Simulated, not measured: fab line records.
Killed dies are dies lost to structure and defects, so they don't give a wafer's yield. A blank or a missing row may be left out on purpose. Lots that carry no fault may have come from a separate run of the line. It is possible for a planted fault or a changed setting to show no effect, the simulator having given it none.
2 desks looking at one fault | flow rit cmos | every desk sees just its own numbers, and what lay behind them comes last

TOOL OWNER'S DESK, implanter-04
For each lot that ran on this tool, the mean over its sampled wafers that have a number, from the tool's own readings at RIT_PSD_IMPLANT_08. The brackets show how far a lot's mean lies from the usual mean; more than 4 standard deviations puts the lot out of limits, marked OUT.
Columns: A = dose ions cm2 at RIT_PSD_IMPLANT_08, usual 5e+15
lot  | first seen here | A
L523 | day 3 06:25     | 5e+15
L525 | day 3 22:02     | 5e+15
L529 | day 4 09:48     | 5e+15
L528 | day 4 11:25     | 5e+15
L530 | day 4 15:18     | 5e+15
L539 | day 6 09:17     | 4e+15 (-99 or more) OUT
L540 | day 6 17:08     | 4e+15 (-99 or more) OUT
This desk's verdict: out of limits on L539, L540, starting with L539 at day 6 09:17 (dose ions cm2 at RIT_PSD_IMPLANT_08). Within limits: L523, L525, L529, L528, L530.

METROLOGY DESK
What the gauges read, lot by lot, whatever tool the lot ran on: means of the sampled wafers that have a number. The brackets show how far a lot's mean lies from the usual mean; more than 4 standard deviations puts the lot out of limits, marked OUT.
Columns: A = PSD_RS at RIT_SDANNEAL_RS_MEAS_04, usual 116.0 ohm/sq
lot  | first seen here | A
L523 | day 3 07:13     | 115.6
L524 | day 3 12:47     | 116.5
L526 | day 3 22:17     | 116.6
L525 | day 3 22:51     | 115.4
L527 | day 4 02:15     | 116.1
L529 | day 4 10:48     | 116.3
L528 | day 4 12:35     | 116.0
L530 | day 4 16:08     | 116.1
L533 | day 5 04:28     | 115.7
L539 | day 6 10:26     | 117.4
L540 | day 6 17:59     | 117.1
L543 | day 7 07:17     | 116.0
L546 | day 7 22:23     | 116.1
This desk's verdict: no lot among the 13 shows anything out of limits.

ALL TOGETHER
On L539, L540, at day 6 09:17, an alarm was possible from the tool owner's desk.
Metrology desk: nothing out of limits seen.
The metrology desk has L539, L540 on record, within its limits.
The lots listed all ran RIT_PSD_IMPLANT_08 on implanter-04.

WHAT HAD BEEN PUT IN BY THE SIMULATOR
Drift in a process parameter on implanter-04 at RIT_PSD_IMPLANT_08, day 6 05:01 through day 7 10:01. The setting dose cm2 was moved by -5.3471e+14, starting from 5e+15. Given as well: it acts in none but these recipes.
Struck lots among those shown: L539, L540.
Each desk's first reading out of limits, in hours after the fault started: the tool owner's desk, 4.
